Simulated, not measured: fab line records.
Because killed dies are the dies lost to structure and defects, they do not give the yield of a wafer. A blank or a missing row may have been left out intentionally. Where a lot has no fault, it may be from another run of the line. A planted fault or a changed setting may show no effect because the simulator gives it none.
Struck lot and sound lot, side by side	flow rit-cmos	18 steps out of a route of 202
Sound: wafers L123.4, L123.5, L123.6. Struck: wafers L131.1, L131.3, L131.4. The cause is named last.
At each step with rows: each side's tool, then ch and its chambers, then its first start. Under that, the readings that differ: sound wafers	struck wafers	difference of the means	sigmas: that difference in standard deviations of wafers without a fault.
alike: a reading whose means differ by less than 2 such deviations, as well as words and numbers matching on both sides. not compared: withheld readings; readings where some wafer has no value; bounds like >300 that might hide an equal value; numbers whose values overlap and for which the record gives no deviation.
A row with sigmas, a row that says differs or no value, or rows on one side alone: a step with any of these is where the two part. Numbers that have no deviation but don't overlap get no sigmas and don't part them. A reading that every wafer of one side lacks parts them only if that side has two wafers or more.

RIT_SDANNEAL_RS_MEAS_07: the measuring method here is four-point-probe.
  struck on film-metro-04, day 5 03:23; sound on film-metro-02, day 3 12:22
  alike: NLDD_RS
then, 1 step without rows for these wafers: RIT_SILICIDE_WET_ETCH_00 (etches SiO2 in BOE, target depth 14 nm, time 15 s).
RIT_SILICIDE_SPUTTER_01: material Ti, target thk 30 nm, time 240 s.
  struck on pvd-sputter-01, day 5 03:31; sound on pvd-sputter-02, day 3 12:27
  alike: throttle-valve-pct
RIT_SILICIDE_RS_MEAS_02: the measuring method here is four-point-probe.
  struck on film-metro-01, day 5 03:41; sound on film-metro-03, day 3 12:40
  alike: SILICIDE_TI_RS
RIT_SILICIDE_THK_MEAS_03: measures by xrf.
  struck on film-metro-01, day 5 03:48; sound on film-metro-03, day 3 12:45
  alike: SILICIDE_TI_THK
RIT_SILICIDE_RTA_04: time 10 s, ramp up 5 s, ramp down 5 s.
  sound on rtp-anneal-01 ch 0, day 3 12:49; struck on rtp-anneal-01 ch 0, day 5 03:52
  alike: wafer_temp_C_max
then, 1 step without rows for these wafers: RIT_SILICIDE_WET_ETCH_05 (etches Ti in SPM, time 120 s).
RIT_SILICIDE_RTA_06: time 10 s, ramp up 5 s, ramp down 10 s.
  sound on rtp-anneal-02 ch 0, day 3 12:55; struck on rtp-anneal-02 ch 0, day 5 04:02
  alike: wafer_temp_C_max
RIT_CONTACT_CVD_00: deposits SiO2 from TEOS, target thk 400 nm, time 61 s.
  sound on pecvd-03 ch 0,1,2, day 3 12:59; struck on pecvd-04 ch 0,1,2, day 5 04:06
  alike: heater-power-w
RIT_CONTACT_THK_MEAS_01:
  struck on film-metro-02, day 5 04:09; sound on film-metro-02, day 3 13:02
  alike: CONTACT_TEOS_THK
then, 2 steps without rows for these wafers: RIT_CONTACT_HMDS_02 (prime time 60 s); RIT_CONTACT_COAT_03 (resist thk 1000 nm).
RIT_CONTACT_SOFTBAKE_04: time 60 s.
  sound on litho-track-02 ch 0, day 3 13:26; struck on litho-track-04 ch 0, day 5 04:31
reading	sound	struck	difference	sigmas
heater-power-total-W (W)	34.60 34.57 34.57	36.34 36.38 36.34	+1.77	+35
plate-temp-C (C)	90.01 89.94 89.91	93.39 93.61 93.34	+3.49	+27
model.NOVOLAK_of_CONTACT_COAT_03.thk-nm (nm)	999.9 999.4 998.6	984 987.2 986.9	-13	
then, 2 steps without rows for these wafers: RIT_CONTACT_EXPOSE_05 (exposes mask M11, target cd 1000 nm); RIT_CONTACT_PEB_06.
RIT_CONTACT_DEVELOP_07: develop time 120 s.
  sound: litho-track-02 ch 0; struck: litho-track-03 ch 0
reading	sound	struck	difference	sigmas
model.NOVOLAK_of_CONTACT_COAT_03.thk-nm (nm)	999.1 998.5 997.8	983.2 986.4 986	-13.3	
RIT_CONTACT_CD_MEAS_08 targets a cd of 1000 nm.
  struck on cd-sem-02, day 5 05:20; sound on cd-sem-01, day 3 14:12
  alike: cd-nm
RIT_M1_PROBE_99:
  the record has rows for the struck wafers here (prober-02, day 5 10:39) and none for the sound ones

== WHERE THEY PART ==
Last at RIT_M1_PROBE_99 as far as this record goes, first at RIT_CONTACT_SOFTBAKE_04.

WHY: the cause the simulator had injected
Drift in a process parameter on litho-track-04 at RIT_CONTACT_SOFTBAKE_04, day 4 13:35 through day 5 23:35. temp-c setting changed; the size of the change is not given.
